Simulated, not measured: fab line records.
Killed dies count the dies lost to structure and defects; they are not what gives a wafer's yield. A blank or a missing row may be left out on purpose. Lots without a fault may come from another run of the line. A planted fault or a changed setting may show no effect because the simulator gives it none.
Lot-split experiment / flow rit_cmos / route with 202 steps; 5 lots, 23 wafers read

== THE SPLIT ITSELF ==
At RIT_NSD_COAT_01 (resist thk 1000 nm), the setting spin_rpm was moved away from the recipe's 3250 rpm on 10 of the 23 wafers read, by -4.4% to +5.1%. All remaining wafers had this setting at the recipe value.

== FROM THE SPLIT TO THE READING: what the file shows between them, 3 steps ==
- RIT_NSD_SOFTBAKE_02: time 60 s
- RIT_NSD_EXPOSE_03: exposes mask M9, target cd 40700 nm
- RIT_NSD_DEVELOP_05: develop time 50 s

== THE READING ==
NOVOLAK_of_NSD_COAT_01.thk_nm (the simulator's own value, which no gauge read), in nm, at RIT_NSD_HARDBAKE_07 (time 60 s). No usual value for it is given in the file. Average 882.5 nm, standard deviation 3.1 nm, over the 13 wafers here run with the recipe.

wafer=L074.1; tool, chamber at the split=litho_track-04, 0; spin_rpm as run, rpm=3250; against the recipe=recipe; NOVOLAK_of_NSD_COAT_01.thk_nm, nm=880.8; against lot-mates on the recipe=-
wafer=L074.2; tool, chamber at the split=litho_track-04, 0; spin_rpm as run, rpm=3250; against the recipe=recipe; NOVOLAK_of_NSD_COAT_01.thk_nm, nm=883.3; against lot-mates on the recipe=-
wafer=L074.4; tool, chamber at the split=litho_track-04, 0; spin_rpm as run, rpm=3415; against the recipe=+5.1%; NOVOLAK_of_NSD_COAT_01.thk_nm, nm=861.1; against lot-mates on the recipe=-20.9
wafer=L074.5; tool, chamber at the split=litho_track-04, 0; spin_rpm as run, rpm=3415; against the recipe=+5.1%; NOVOLAK_of_NSD_COAT_01.thk_nm, nm=864.3; against lot-mates on the recipe=-17.8
wafer=L074.6; tool, chamber at the split=litho_track-04, 0; spin_rpm as run, rpm=3415; against the recipe=+5.1%; NOVOLAK_of_NSD_COAT_01.thk_nm, nm=857.9; against lot-mates on the recipe=-24.1
wafer=L078.1; tool, chamber at the split=litho_track-03, 0; spin_rpm as run, rpm=3250; against the recipe=recipe; NOVOLAK_of_NSD_COAT_01.thk_nm, nm=878; against lot-mates on the recipe=-
wafer=L078.2; tool, chamber at the split=litho_track-03, 0; spin_rpm as run, rpm=3250; against the recipe=recipe; NOVOLAK_of_NSD_COAT_01.thk_nm, nm=877.6; against lot-mates on the recipe=-
wafer=L078.5; tool, chamber at the split=litho_track-03, 0; spin_rpm as run, rpm=3250; against the recipe=recipe; NOVOLAK_of_NSD_COAT_01.thk_nm, nm=877.8; against lot-mates on the recipe=-
wafer=L079.1; tool, chamber at the split=litho_track-03, 0; spin_rpm as run, rpm=3351; against the recipe=+3.1%; NOVOLAK_of_NSD_COAT_01.thk_nm, nm=869.1; against lot-mates on the recipe=-12.8
wafer=L079.2; tool, chamber at the split=litho_track-03, 0; spin_rpm as run, rpm=3351; against the recipe=+3.1%; NOVOLAK_of_NSD_COAT_01.thk_nm, nm=868.8; against lot-mates on the recipe=-13.1
wafer=L079.4; tool, chamber at the split=litho_track-03, 0; spin_rpm as run, rpm=3351; against the recipe=+3.1%; NOVOLAK_of_NSD_COAT_01.thk_nm, nm=867.4; against lot-mates on the recipe=-14.5
wafer=L079.5; tool, chamber at the split=litho_track-03, 0; spin_rpm as run, rpm=3250; against the recipe=recipe; NOVOLAK_of_NSD_COAT_01.thk_nm, nm=881.1; against lot-mates on the recipe=-
wafer=L079.6; tool, chamber at the split=litho_track-03, 0; spin_rpm as run, rpm=3250; against the recipe=recipe; NOVOLAK_of_NSD_COAT_01.thk_nm, nm=882.7; against lot-mates on the recipe=-
wafer=L080.2; tool, chamber at the split=litho_track-01, 0; spin_rpm as run, rpm=3250; against the recipe=recipe; NOVOLAK_of_NSD_COAT_01.thk_nm, nm=886.1; against lot-mates on the recipe=-
wafer=L080.3; tool, chamber at the split=litho_track-01, 0; spin_rpm as run, rpm=3107; against the recipe=-4.4%; NOVOLAK_of_NSD_COAT_01.thk_nm, nm=904.1; against lot-mates on the recipe=+19.2
wafer=L080.5; tool, chamber at the split=litho_track-01, 0; spin_rpm as run, rpm=3107; against the recipe=-4.4%; NOVOLAK_of_NSD_COAT_01.thk_nm, nm=904.1; against lot-mates on the recipe=+19.2
wafer=L080.4; tool, chamber at the split=litho_track-01, 0; spin_rpm as run, rpm=3250; against the recipe=recipe; NOVOLAK_of_NSD_COAT_01.thk_nm, nm=885.7; against lot-mates on the recipe=-
wafer=L080.6; tool, chamber at the split=litho_track-01, 0; spin_rpm as run, rpm=3250; against the recipe=recipe; NOVOLAK_of_NSD_COAT_01.thk_nm, nm=883; against lot-mates on the recipe=-
wafer=L084.1; tool, chamber at the split=litho_track-01, 0; spin_rpm as run, rpm=3250; against the recipe=recipe; NOVOLAK_of_NSD_COAT_01.thk_nm, nm=887; against lot-mates on the recipe=-
wafer=L084.2; tool, chamber at the split=litho_track-01, 0; spin_rpm as run, rpm=3158; against the recipe=-2.8%; NOVOLAK_of_NSD_COAT_01.thk_nm, nm=899; against lot-mates on the recipe=+13.7
wafer=L084.3; tool, chamber at the split=litho_track-01, 0; spin_rpm as run, rpm=3158; against the recipe=-2.8%; NOVOLAK_of_NSD_COAT_01.thk_nm, nm=898.2; against lot-mates on the recipe=+12.9
wafer=L084.4; tool, chamber at the split=litho_track-01, 0; spin_rpm as run, rpm=3250; against the recipe=recipe; NOVOLAK_of_NSD_COAT_01.thk_nm, nm=885.4; against lot-mates on the recipe=-
wafer=L084.6; tool, chamber at the split=litho_track-01, 0; spin_rpm as run, rpm=3250; against the recipe=recipe; NOVOLAK_of_NSD_COAT_01.thk_nm, nm=883.5; against lot-mates on the recipe=-

THE FIT
A straight line over all 23 wafers: NOVOLAK_of_NSD_COAT_01.thk_nm changes by -4.63 nm for each +1% of spin_rpm; r = -0.98; the points scatter about the line by 2.9 nm.
The same after taking each lot's own level away (the mean of its wafers on the recipe; 23 wafers): -4.29 nm for each +1%; r = -0.99; scatter 1.4 nm.
The reading moves by 22 nm for the largest change in spin_rpm, on that fit.
The lots' own levels span 877.80 to 885.30 nm, that is 2.4 times the standard deviation above.
Hence the lot-to-lot level has little effect on the slope; both slopes agree.
Check: for one of the wafers moved furthest among these (+5.1%), held out of the fit, the line's prediction against its lot-mates is -21.7 nm. Against them it came out at -20.9 nm.

== THE OTHER SPLITS THESE WAFERS WENT THROUGH ==
Before the reading, these wafers also passed through other splits. Each is held against what the fit with the lots' levels taken away leaves over:
other split on the same wafers=RIT_PLDD_IMPLANT_08 energy_kev; wafers away from the commonest value=5; r with NOVOLAK_of_NSD_COAT_01.thk_nm (lot level and that fit taken away)=+0.07
other split on the same wafers=RIT_SPACER_ETCHBACK_05 time_s; wafers away from the commonest value=8; r with NOVOLAK_of_NSD_COAT_01.thk_nm (lot level and that fit taken away)=-0.19

== THE WHOLE CHAIN: every reading that the file lists as answering this split, in the file's order ==
step=RIT_NSD_COAT_01; what it does=resist thk 1000 nm; reading=NOVOLAK_of_NSD_COAT_01.thk_nm (the simulator's own value, which no gauge read); change (the file's fit)=-4.91 nm for each +1% of the setting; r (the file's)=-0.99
step=RIT_NSD_HARDBAKE_07; what it does=time 60 s; reading=NOVOLAK_of_NSD_COAT_01.thk_nm (the simulator's own value, which no gauge read); change (the file's fit)=-4.3 nm for each +1% of the setting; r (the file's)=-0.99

== FILE'S OWN FIT ==
NOVOLAK_of_NSD_COAT_01.thk_nm changes by -4.3 nm for each +1% of spin_rpm, r = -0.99.
